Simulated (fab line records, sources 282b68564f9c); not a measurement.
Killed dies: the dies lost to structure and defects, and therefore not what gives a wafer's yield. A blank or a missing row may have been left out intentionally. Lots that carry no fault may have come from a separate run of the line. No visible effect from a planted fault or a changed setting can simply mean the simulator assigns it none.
8D (eight disciplines) problem report, filled in by code :: flow rit_cmos :: the parts of the form that need people (team, actions taken, sign-off) are left out

1. THE PROBLEM
GATE_OVL at RIT_GATE_OVL_MEAS_17 reads a mean of 129.2 nm on 12 wafers of 4 lots; wafers without a fault read -0.4 nm with a standard deviation of 1.2. So: +99 or more standard deviations from the usual mean.
The first sign was on wafer L487.1 at day 6 12:02, on overlay-02. The record holds 48 wafers of 16 lots with a number at this step. Rule for "out" (also "out of limits"): further than 4 standard deviations from the usual mean. The rest of the wafers with a number are treated as sound.

2. WHAT IT IS, AND WHAT IT ISN'T
question: which readings at this step
is: GATE_OVL
is not: -

question: which lots
is: L487, L489, L490, L491
is not: L468, L471, L473, L474, L475, L477, L478, L479, L481, L482, L483, L485

question: which wafers of those lots
is: all that have a number
is not: -

question: read on which gauges
is: overlay-01, overlay-02
is not: -

question: when
is: from day 6 12:02
is not: up to then (36 sound wafers)

3. SUSPECTS, AND WHAT RULES EACH OUT
Counting: a tool at a process step up to the reading stays a suspect if it ran every lot that is out and no sound lot after the first of them.
- ruled out: the gauge at RIT_GATE_OVL_MEAS_17. The wafers that are out were read on 2 gauges (overlay-01, overlay-02).
- iline_stepper-01 at RIT_GATE_EXPOSE_13 (exposes mask M6, target cd 150 nm): kept. All lots that are out passed through it, beginning with L487 at day 6 11:31, and no sound lot followed; its final sound lot before that point was L485 at day 6 02:46.
The count leaves iline_stepper-01 at RIT_GATE_EXPOSE_13.

4. THE CAUSE (what the simulator had put in)
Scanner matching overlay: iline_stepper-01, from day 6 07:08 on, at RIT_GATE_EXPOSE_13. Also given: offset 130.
Only this tool survived the counting.

5. THE CHAIN OF EFFECTS, in route order
Rows list readings where the struck wafers' mean (over those with a number) sits beyond 3 standard deviations from the usual. Readings are gone through only where the record gives a usual standard deviation; hours: the median, over the lots, of the time from a lot's start at the first step in this table giving one to that lot's start at this step; sigmas: the change measured in usual standard deviations.
hours: 0
step: RIT_GATE_OVL_MEAS_17
reading: GATE_OVL
usual: -0.4 nm
on struck wafers: 129.2
change: +129.6
sigmas: +99 or more
Later steps that measure or inspect, where all struck wafers having a row at the step show a number for every such reading and not one has moved that far: RIT_GATE_CD_MEAS_90, RIT_REOX_THK_MEAS_04.

6. WHAT WOULD HAVE CAUGHT IT SOONER
The first out-of-limits reading at a measuring or inspecting step in this record came at day 6 12:02, 5 hours after the fault's start at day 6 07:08.
An alarm limit of 4 standard deviations would not have fired on the tool readings at RIT_GATE_EXPOSE_13 for which the record gives a usual standard deviation, since none of them was out on any struck wafer.
L489, L490, L491, from the lots that are out (4), started RIT_GATE_EXPOSE_13 on iline_stepper-01 later than day 6 12:02. A hold on the tool at that time would have spared those 3.
